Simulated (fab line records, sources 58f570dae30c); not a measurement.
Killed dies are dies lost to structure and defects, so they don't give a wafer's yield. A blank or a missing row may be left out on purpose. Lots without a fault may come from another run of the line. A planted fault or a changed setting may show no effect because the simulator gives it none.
Chamber matching | flow berkeley_cmos170 | UCB170_V1_CMP_02 on cmp-02: 4 sister chambers
The step polishes SiO2. 8 wafers are shown with their chamber, then 7 later ones without.

WAFERS WITH THEIR CHAMBER
wafer  | chamber | motor_current_A (A) | slurry_filter_dp_kPa (kPa)
L856.4 | 0       | 13.3                | 13.44
L859.1 | 0       | 14.6                | 13.62
L858.1 | 3       | 17.9                | 13.58
L858.4 | 1       | 15.6                | 13.29
L861.3 | 3       | 17.0                | 13.54
L861.5 | 1       | 16.0                | 13.38
L866.3 | 2       | 17.8                | 13.62
L866.5 | 2       | 16.7                | 13.20

WAFERS WITHOUT THEIR CHAMBER
wafer  | motor_current_A (A) | slurry_filter_dp_kPa (kPa)
L866.6 | 17.4                | 13.53
L867.2 | 18.2                | 13.41
L867.4 | 13.4                | 13.45
L867.5 | 14.0                | 13.69
L868.3 | 18.3                | 13.50
L868.4 | 17.5                | 13.63
L868.5 | 14.0                | 13.34

WHICH CHAMBER EACH WENT THROUGH
wafer  | from the rows above     | in truth
L866.6 | can't be placed: 3 or 2 | 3
L867.2 | can't be placed: 2 or 3 | 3
L867.4 | 0                       | 0
L867.5 | 0                       | 0
L868.3 | can't be placed: 3 or 2 | 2
L868.4 | can't be placed: 3 or 2 | 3
L868.5 | can't be placed: 0 or 1 | 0
Placed correctly: 2 of 7. Can't be placed from these rows: 5 (the true chamber is among the candidates in 5). Placed wrongly: 0.
How it was worked out, from the rows above alone: a wafer's distance from a chamber is the root of the sum, over the readings, of the square of ((its reading less the chamber's mean) divided by the reading's scatter). The wafer belongs to the nearest chamber; if the next one is less than 2 further off, it can't be placed. A chamber's mean is the mean of its shown wafers. The scatter: the root of (the sum of the squares of (reading less its chamber's mean) over the shown wafers, divided by (wafers less chambers)).
